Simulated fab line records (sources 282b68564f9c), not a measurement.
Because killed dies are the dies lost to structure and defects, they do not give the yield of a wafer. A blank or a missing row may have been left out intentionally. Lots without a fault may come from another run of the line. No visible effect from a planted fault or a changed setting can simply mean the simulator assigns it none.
fab line records	flow rit-cmos
[record] lots = 5	wafers = 15	last-day = 5
route steps=202 shown PWELL@46 WELLDRIVE@50 NWELL@51 NRETRO@53 PRETRO@64
lots with no fault: from the same line, run without faults
start-h: hours from the record's opening day to when the first of the lot's shown wafers began	wait-h: hours elapsed since this lot's preceding step	" same as the row above	L1.1+2: one row covering several wafers at once	- no value, or no start given	* or withheld: withheld	< > ~ a bound
route shown NAME@n: a module of which the file shows steps, and the number in the route of the first	usual: the fault-free wafers' mean and standard deviation	same: alike in all rows	chamber/n: place in a boat	sites: readings site by site	_std_site: the standard deviation of these	_edge_site: outer sites' mean less inner sites'	radius-mm: how far each site lies from the wafer's centre	mask NAME#n: copy n	behind: tool/chamber where the wafer was last shaped	hold: the reason the lot was held/the length of the hold in hours/how it ended	device: names the non-switching transistor (n, p or np)	end of line: the same wafers' tests at the end of the route	a step without rows: its recipe alone	killed: not the wafer's yield, but the dies lost to structure and defects at the first sort	map: per-die view of a wafer (x killed, . not killed, _ where there is no die)
set.NAME: the setting that was run; set.NAME@STEP: the one run at that earlier step	model.NAME: the simulator's own value behind a step, which no gauge read
lots seen at some steps along the route; tables by step, rows by wafer
services: the hour from which a tool's chamber was out of use, counted from the record's first day as start-h (under 0 if before that day), plus the number of hours and why
[[steps]]
[step RIT_PWELL_HARDBAKE_07]
[recipe] resist = NOVOLAK	temp-c = 140	time-s = 120
[usual] heater-power-total-W = 52.03/0.064
lot.wafer	tool	chamber	start-h	wait-h	heater-power-total-W
L075.1	litho-track-01	0	29.04	0.0	52.00
L075.4	"	0	"	"	52.18
L075.6	"	0	"	"	52.07
L076.2	litho-track-03	0	33.49	0.1	52.08
L076.5	"	0	"	"	52.02
L076.6	"	0	"	"	52.09
L078.2	litho-track-01	0	42.79	0.1	52.07
L078.4	"	0	"	"	52.07
L078.5	"	0	"	"	52.00
L083.1	litho-track-01	0	71.78	0.0	51.97
L083.3	"	0	"	"	52.04
L083.4	"	0	"	"	52.04
L087.1	litho-track-03	0	89.05	0.0	52.07
L087.2	"	0	"	"	52.07
L087.6	"	0	"	"	52.05
[step RIT_PWELL_IMPLANT_08]
[recipe] species = B	energy-kev = 170	dose-cm2 = 7e+13	tilt-deg = 7
lot.wafer	tool	chamber	start-h	wait-h
L075.1+4+6	implanter-01	0	29.29	0.2
L076.2+5+6	implanter-01	0	33.73	0.2
L078.2+4+5	implanter-03	0	43.02	0.2
L083.1+3+4	implanter-01	0	72.03	0.2
L087.1+2+6	implanter-01	0	89.30	0.2
[step RIT_PWELL_STRIP_09]
[recipe] chemistry = O2	time-s = 180	resist = NOVOLAK	platen-temp-c = withheld	power-w = 500	pressure-mtorr = 4000	o2-flow-sccm = 4000
[usual] drypump-motor-current-A = 5.7/0.36
lot.wafer	tool	chamber	start-h	wait-h	drypump-motor-current-A	rf-hours-counter-h
L075.1	plasma-asher-02	1	29.44	0.1	5.8	39
L075.4	"	1	"	"	5.9	-
L075.6	"	1	"	"	5.9	-
L076.2	plasma-asher-04	0	33.85	0.1	5.8	38
L076.5	"	0	"	"	5.8	-
L076.6	"	1	"	"	6.2	-
L078.2	plasma-asher-04	1	43.14	0.1	6.2	40
L078.4	"	1	"	"	6.2	-
L078.5	"	1	"	"	6.2	-
L083.1	plasma-asher-03	1	72.18	0.1	5.2	40
L083.3	"	0	"	"	5.6	-
L083.4	"	1	"	"	5.2	-
L087.1	plasma-asher-04	1	89.45	0.1	6.2	44
L087.2	"	0	"	"	5.8	44
L087.6	"	1	"	"	6.2	-
[step RIT_PWELL_TW_MEAS_10]
[usual] PWELL_TW = 948/8.2
lot.wafer	tool	chamber	start-h	wait-h	PWELL_TW
L075.1	film-metro-03	-	29.62	0.1	935
L075.4	"	-	"	"	932
L075.6	"	-	"	"	936
L076.2	film-metro-01	-	34.04	0.1	950
L076.5	"	-	"	"	960
L076.6	"	-	"	"	951
L078.2	film-metro-03	-	43.33	0.1	938
L078.4	"	-	"	"	938
L078.5	"	-	"	"	933
L083.1	film-metro-04	-	72.36	0.1	966
L083.3	"	-	"	"	964
L083.4	"	-	"	"	958
L087.1	film-metro-04	-	89.63	0.1	964
L087.2	"	-	"	"	954
L087.6	"	-	"	"	964
[step RIT_WELLDRIVE_ANNEAL_00]
[recipe] temp-c = 1100	time-s = 14700	ambient = N2
[usual] tube_center_temp_C_max = 1102.9/0.49	zone-power-centre-pct = 52/6.2
lot.wafer	tool	chamber	start-h	wait-h	tube_center_temp_C_max	zone-power-centre-pct
L075.1	furnace-01	0	29.86	0.2	1102.1	57
L075.4	"	0	"	"	1102.8	58
L075.6	"	0	"	"	1102.4	58
L076.2	furnace-03	0	34.53	0.5	1103.1	53
L076.5	"	0	"	"	1102.8	53
L076.6	"	0	"	"	1102.7	52
L078.2	furnace-03	0	43.38	0.0	1103.3	53
L078.4	"	0	"	"	1103.3	54
L078.5	"	0	"	"	1103.1	52
L083.1	furnace-04	0	72.68	0.3	1103.8	43
L083.3	"	0	"	"	1103.2	43
L083.4	"	0	"	"	1102.9	44
L087.1	furnace-01	0	90.29	0.7	1102.0	58
L087.2	"	0	"	"	1102.1	58
L087.6	"	0	"	"	1101.8	58
[step RIT_WELLDRIVE_RS_MEAS_01]
[recipe] thk-meas-gauge = four-point-probe
[usual] NWELL_RS = 275.3/0.75
lot.wafer	tool	chamber	start-h	wait-h	NWELL_RS[ohm/sq]
L075.1	film-metro-04	-	34.95	0.0	275.0
L075.4	"	-	"	"	274.7
L075.6	"	-	"	"	275.1
L076.2	film-metro-01	-	39.63	0.0	274.0
L076.5	"	-	"	"	274.3
L076.6	"	-	"	"	273.5
L078.2	film-metro-03	-	48.48	0.0	275.2
L078.4	"	-	"	"	274.1
L078.5	"	-	"	"	274.5
L083.1	film-metro-04	-	77.76	0.0	276.1
L083.3	"	-	"	"	275.9
L083.4	"	-	"	"	276.2
L087.1	film-metro-04	-	95.37	0.0	276.2
L087.2	"	-	"	"	275.5
L087.6	"	-	"	"	275.7
[step RIT_WELLDRIVE_RS_MEAS_02]
[recipe] thk-meas-gauge = four-point-probe
[usual] PWELL_RS = 429.1/1.3
lot.wafer	tool	chamber	start-h	wait-h	PWELL_RS[ohm/sq]
L075.1	film-metro-04	-	35.07	0.1	428.4
L075.4	"	-	"	"	428.8
L075.6	"	-	"	"	429.0
L076.2	film-metro-01	-	39.75	0.1	429.9
L076.5	"	-	"	"	430.3
L076.6	"	-	"	"	429.0
L078.2	film-metro-03	-	48.60	0.1	428.8
L078.4	"	-	"	"	428.8
L078.5	"	-	"	"	429.6
L083.1	film-metro-04	-	77.88	0.1	427.1
L083.3	"	-	"	"	427.4
L083.4	"	-	"	"	427.2
L087.1	film-metro-04	-	95.49	0.1	428.3
L087.2	"	-	"	"	428.7
L087.6	"	-	"	"	430.8
[step RIT_NRETRO_HMDS_00]
[recipe] prime-time-s = 60	prime-temp-c = 140
lot.wafer	tool	chamber	start-h	wait-h
L075.1+4+6	litho-track-02	0	35.19	0.1
L076.2+5+6	litho-track-04	0	39.87	0.1
L078.2+4+5	litho-track-04	0	48.73	0.1
L083.1+3+4	litho-track-03	0	78.00	0.1
L087.1+2+6	litho-track-03	0	95.61	0.1
[step RIT_NRETRO_COAT_01]
[recipe] resist = NOVOLAK	spin-rpm = 2000	resist-thk-nm = 1300
[usual] dispense-pressure-kPa = 51/7
lot.wafer	tool	chamber	start-h	wait-h	dispense-pressure-kPa
L075.1	litho-track-02	0	35.34	0.1	43
L075.4	"	0	"	"	43
L075.6	"	0	"	"	43
L076.2	litho-track-04	0	40.02	0.1	48
L076.5	"	0	"	"	48
L076.6	"	0	"	"	48
L078.2	litho-track-04	0	48.88	0.1	48
L078.4	"	0	"	"	48
L078.5	"	0	"	"	48
L083.1	litho-track-03	0	78.15	0.1	58
L083.3	"	0	"	"	58
L083.4	"	0	"	"	58
L087.1	litho-track-03	0	95.76	0.1	58
L087.2	"	0	"	"	58
L087.6	"	0	"	"	58
[step RIT_NRETRO_SOFTBAKE_02]
[recipe] resist = NOVOLAK	temp-c = 90	time-s = 60
[usual] heater-power-total-W = 34.56/0.046
lot.wafer	tool	chamber	start-h	wait-h	heater-power-total-W
L075.1	litho-track-02	0	35.49	0.1	34.58
L075.4	"	0	"	"	34.57
L075.6	"	0	"	"	34.58
L076.2	litho-track-04	0	40.17	0.1	34.54
L076.5	"	0	"	"	34.51
L076.6	"	0	"	"	34.58
L078.2	litho-track-04	0	49.03	0.1	34.62
L078.4	"	0	"	"	34.58
L078.5	"	0	"	"	34.49
L083.1	litho-track-03	0	78.30	0.1	34.54
L083.3	"	0	"	"	34.57
L083.4	"	0	"	"	34.58
L087.1	litho-track-03	0	95.91	0.1	34.53
L087.2	"	0	"	"	34.51
L087.6	"	0	"	"	34.57
[step RIT_NRETRO_EXPOSE_03]
[recipe] mask-id = M4	na = 0.57	target-cd-nm = 43900	dose-mj = 250
lot.wafer	tool	chamber	start-h	wait-h	mask
L075.1+4+6	iline-stepper-01	0	35.76	0.2	M4#0
L076.2+5+6	iline-stepper-01	0	40.32	0.1	M4#0
L078.2+4+5	iline-stepper-02	0	49.17	0.1	M4#0
L083.1+3+4	iline-stepper-02	0	78.45	0.1	M4#0
L087.1+2+6	iline-stepper-02	0	96.19	0.2	M4#0
[step RIT_NRETRO_PEB_04]
[recipe] resist = NOVOLAK	temp-c = withheld	time-s = withheld
lot.wafer	tool	chamber	start-h	wait-h
L075.1+4+6	litho-track-02	0	35.88	0.1
L076.2+5+6	litho-track-04	0	40.44	0.1
L078.2+4+5	litho-track-04	0	49.29	0.1
L083.1+3+4	litho-track-03	0	78.57	0.1
L087.1+2+6	litho-track-02	0	96.31	0.1
[step RIT_NRETRO_DEVELOP_05]
[recipe] resist = NOVOLAK	develop-time-s = 68	dev-temp-c = 23
lot.wafer	tool	chamber	start-h	wait-h
L075.1+4+6	litho-track-02	0	-	-
L076.2+5+6	litho-track-04	0	-	-
L078.2+4+5	litho-track-04	0	-	-
L083.1+3+4	litho-track-03	0	-	-
L087.1+2+6	litho-track-02	0	-	-
[step RIT_NRETRO_OVL_MEAS_06]
[usual] NRETRO_OVL = 0.2/1.2
lot.wafer	tool	chamber	start-h	wait-h	NRETRO_OVL[nm]
L075.1	overlay-01	-	36.19	-	0.1
L075.4	"	-	"	"	1.5
L075.6	"	-	"	"	1.7
L076.2	overlay-01	-	40.74	-	-0.7
L076.5	"	-	"	"	-0.6
L076.6	"	-	"	"	0.1
L078.2	overlay-01	-	49.59	-	-0.5
L078.4	"	-	"	"	1.1
L078.5	"	-	"	"	0.9
L083.1	overlay-02	-	78.88	-	-0.5
L083.3	"	-	"	"	0.8
L083.4	"	-	"	"	-1.8
L087.1	overlay-02	-	96.62	-	0.3
L087.2	"	-	"	"	0.3
L087.6	"	-	"	"	-0.8
[step RIT_NRETRO_HARDBAKE_07]
[recipe] resist = NOVOLAK	temp-c = 140	time-s = 120
[usual] heater-power-total-W = 52.02/0.062
lot.wafer	tool	chamber	start-h	wait-h	heater-power-total-W
L075.1	litho-track-02	0	36.23	0.0	52.08
L075.4	"	0	"	"	52.06
L075.6	"	0	"	"	51.99
L076.2	litho-track-02	0	40.81	0.1	51.92
L076.5	"	0	"	"	52.10
L076.6	"	0	"	"	52.06
L078.2	litho-track-04	0	49.66	0.1	52.02
L078.4	"	0	"	"	52.08
L078.5	"	0	"	"	51.99
L083.1	litho-track-03	0	78.92	0.0	52.05
L083.3	"	0	"	"	51.99
L083.4	"	0	"	"	51.99
L087.1	litho-track-02	0	96.65	0.0	52.02
L087.2	"	0	"	"	52.01
L087.6	"	0	"	"	51.96
[step RIT_NRETRO_IMPLANT_08]
[recipe] species = P	energy-kev = 70	dose-cm2 = 1e+13	tilt-deg = 7
lot.wafer	tool	chamber	start-h	wait-h
L075.1+4+6	implanter-01	0	36.48	0.2
L076.2+5+6	implanter-01	0	41.04	0.2
L078.2+4+5	implanter-02	0	49.89	0.2
L083.1+3+4	implanter-01	0	79.17	0.2
L087.1+2+6	implanter-02	0	96.90	0.2
[step RIT_NRETRO_STRIP_09]
[recipe] chemistry = O2	time-s = 180	resist = NOVOLAK	platen-temp-c = withheld	power-w = 500	pressure-mtorr = 4000	o2-flow-sccm = 4000
[usual] drypump-motor-current-A = 5.7/0.49
lot.wafer	tool	chamber	start-h	wait-h	drypump-motor-current-A	rf-hours-counter-h
L075.1	plasma-asher-01	1	36.63	0.1	6.6	25
L075.4	"	0	"	"	5.0	-
L075.6	"	0	"	"	5.0	-
L076.2	plasma-asher-01	0	41.17	0.1	4.9	26
L076.5	"	1	"	"	6.6	-
L076.6	"	0	"	"	4.9	-
L078.2	plasma-asher-04	0	50.02	0.1	5.8	40
L078.4	"	0	"	"	5.8	-
L078.5	"	1	"	"	6.2	-
L083.1	plasma-asher-03	0	79.32	0.1	5.5	41
L083.3	"	1	"	"	5.2	-
L083.4	"	0	"	"	5.6	-
L087.1	plasma-asher-04	0	97.05	0.1	5.8	45
L087.2	"	1	"	"	6.2	45
L087.6	"	0	"	"	5.8	-
[step RIT_NRETRO_TW_MEAS_10]
[usual] NRETRO_TW = 1045/9.7
lot.wafer	tool	chamber	start-h	wait-h	NRETRO_TW
L075.1	film-metro-02	-	36.80	0.1	1053
L075.4	"	-	"	"	1052
L075.6	"	-	"	"	1046
L076.2	film-metro-04	-	41.35	0.1	1051
L076.5	"	-	"	"	1053
L076.6	"	-	"	"	1057
L078.2	film-metro-04	-	50.20	0.1	1051
L078.4	"	-	"	"	1046
L078.5	"	-	"	"	1042
L083.1	film-metro-03	-	79.49	0.1	1042
L083.3	"	-	"	"	1039
L083.4	"	-	"	"	1035
L087.1	film-metro-04	-	97.23	0.1	1046
L087.2	"	-	"	"	1053
L087.6	"	-	"	"	1045
[step RIT_PRETRO_HMDS_00]
[recipe] prime-time-s = 60	prime-temp-c = 140
lot.wafer	tool	chamber	start-h	wait-h
L075.1+4+6	litho-track-02	0	37.02	0.2
L076.2+5+6	litho-track-04	0	41.43	0.1
L078.2+4+5	litho-track-04	0	50.34	0.1
L083.1+3+4	litho-track-02	0	79.56	0.1
L087.1+2+6	litho-track-01	0	97.29	0.1
[step RIT_PRETRO_COAT_01]
[recipe] resist = NOVOLAK	spin-rpm = 2000	resist-thk-nm = 1300
[usual] dispense-pressure-kPa = 46.5/2.4
lot.wafer	tool	chamber	start-h	wait-h	dispense-pressure-kPa
L075.1	litho-track-02	0	37.17	0.1	42.7
L075.4	"	0	"	"	42.8
L075.6	"	0	"	"	42.7
L076.2	litho-track-04	0	41.58	0.1	47.8
L076.5	"	0	"	"	47.8
L076.6	"	0	"	"	47.8
L078.2	litho-track-04	0	50.49	0.1	47.7
L078.4	"	0	"	"	47.8
L078.5	"	0	"	"	47.8
L083.1	litho-track-02	0	79.71	0.1	42.8
L083.3	"	0	"	"	42.8
L083.4	"	0	"	"	42.8
L087.1	litho-track-01	0	97.44	0.1	48.3
L087.2	"	0	"	"	48.3
L087.6	"	0	"	"	48.3
[[services]]
tool	chamber	start-h	hours	kind
plasma-asher-03	-	19.09	12.5	repair
implanter-01	-	29.58	1.9	repair
plasma-asher-01	-	29.87	3.1	repair
plasma-asher-03	-	31.62	2.8	pm
iline-stepper-01	-	43.38	12.1	repair
plasma-asher-04	-	43.96	1.8	repair
plasma-asher-02	-	46.64	0.4	repair
furnace-01	-	54.79	3.6	pm
implanter-02	-	55.73	3.2	repair
furnace-04	-	63.47	2.3	pm
plasma-asher-01	-	78.99	1.2	repair
furnace-04	-	85.53	4.5	pm
[[key]]
fault none
